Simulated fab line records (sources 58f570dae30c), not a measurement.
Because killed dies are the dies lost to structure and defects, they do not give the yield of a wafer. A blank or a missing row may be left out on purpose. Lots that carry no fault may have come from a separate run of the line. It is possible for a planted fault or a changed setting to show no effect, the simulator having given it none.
The tool behind it: which one?	flow berkeley-cmos170	Sampling: 14 lots, 41 wafers, 2 of 331 route steps

WHAT THE GAUGES READ, wafer by wafer
UCB170_SILICIDE_THK_MEAS_03: measures by xrf. Usual: SILICIDE_TI_THK typically reads 30.2 nm, with standard deviation 0.43.
lot	measured	on	SILICIDE_TI_THK (nm)	flag
L312	day 6 17:46	film-metro-02	30.8 30.7 30.6	
L313	day 6 18:14	film-metro-04	30.6 29.9 29.7	
L314	day 6 21:59	film-metro-02	30.4 30.0 30.0	
L315	day 7 05:55	film-metro-01	30.6 30.3	
L316	day 7 17:33	film-metro-01	30.1 30.2 30.3	
L325	day 9 14:08	film-metro-01	30.1 30.2 30.2	
L326	day 9 17:19	film-metro-02	29.9 29.8 29.5	
L328	day 9 17:50	film-metro-01	30.6 30.2 30.2	
L329	day 10 04:15	film-metro-02	29.7 30.2 30.3	
L330	day 10 04:27	film-metro-01	30.8 30.3 29.7	
L331	day 11 03:02	film-metro-02	30.5 30.1 30.0	
L332	day 11 03:09	film-metro-04	30.3 29.6 30.3	
L333	day 11 05:14	film-metro-02	30.6 30.4 30.4	
L335	day 11 13:15	film-metro-01	30.4 30.4 30.5	

WHICH TOOL RAN EACH LOT (tool, then ch and the chambers of the sampled wafers, then the start)
lot	UCB170_BACKSIDE_STRIP_03
L312	plasma-asher-03 ch 0,1, day 6 16:38
L313	plasma-asher-03 ch 0,1, day 6 17:08
L314	plasma-asher-03 ch 0,1, day 6 20:53
L315	plasma-asher-02 ch 1, day 7 04:43
L316	plasma-asher-02 ch 0,1, day 7 16:27
L325	plasma-asher-02 ch 0,1, day 9 12:44
L326	plasma-asher-03 ch 0,1, day 9 16:13
L328	plasma-asher-03 ch 0,1, day 9 16:40
L329	plasma-asher-03 ch 0,1, day 10 03:06
L330	plasma-asher-02 ch 0,1, day 10 03:19
L331	plasma-asher-03 ch 0,1, day 11 01:56
L332	plasma-asher-01 ch 1, day 11 02:03
L333	plasma-asher-03 ch 0,1, day 11 04:08
L335	plasma-asher-03 ch 0,1, day 11 12:08
- UCB170_BACKSIDE_STRIP_03: strips in O2.

AS READ BY THE TOOLS THEMSELVES (means over the sampled wafers that have a number; for cases with no such wafer, the mark the record gives instead)
UCB170_BACKSIDE_STRIP_03. Usual: drypump-motor-current-A 5.5 A, standard deviation 0.31; oes-product-au 0.735 a.u., standard deviation 0.0047; strip-time-to-endpoint-s 21.97 s, standard deviation 0.064.
lot	tool	drypump-motor-current-A (A)	oes-product-au (a.u.)	strip-time-to-endpoint-s (s)	flag
L312	plasma-asher-03	5.3	0.735	22.00	
L313	plasma-asher-03	5.3	0.737	22.05	
L314	plasma-asher-03	5.3	0.739	22.05	
L315	plasma-asher-02	5.6	0.740	21.98	
L316	plasma-asher-02	5.8	0.738	21.95	
L325	plasma-asher-02	6.0	0.735	21.97	
L326	plasma-asher-03	5.3	0.732	21.98	
L328	plasma-asher-03	5.4	0.735	22.03	
L329	plasma-asher-03	5.4	0.736	21.88	
L330	plasma-asher-02	6.0	0.738	21.96	
L331	plasma-asher-03	5.3	0.735	21.92	
L332	plasma-asher-01	5.3	0.739	22.07	
L333	plasma-asher-03	5.3	0.732	21.88	
L335	plasma-asher-03	5.4	0.731	21.96	

THE ANSWER, worked out from the rows above alone
Rule: take the mean of a lot's wafers that have a number; if it is more than 3 standard deviations from the usual mean, the lot is off. A lot without any number at a reading at which 4 lots or more have one is off too. All remaining lots with rows at the step are treated as sound. After the gauges, taken in route order, come the tools' own readings; for these a lot's mean is taken, as printed above. At the first step where some lot is off, the reading lying furthest off is the one used; lots without a number count as furthest.
Across all readings shown, no lot is off: no conclusion can be drawn from this.

WHAT THE SIMULATOR HAD PUT IN
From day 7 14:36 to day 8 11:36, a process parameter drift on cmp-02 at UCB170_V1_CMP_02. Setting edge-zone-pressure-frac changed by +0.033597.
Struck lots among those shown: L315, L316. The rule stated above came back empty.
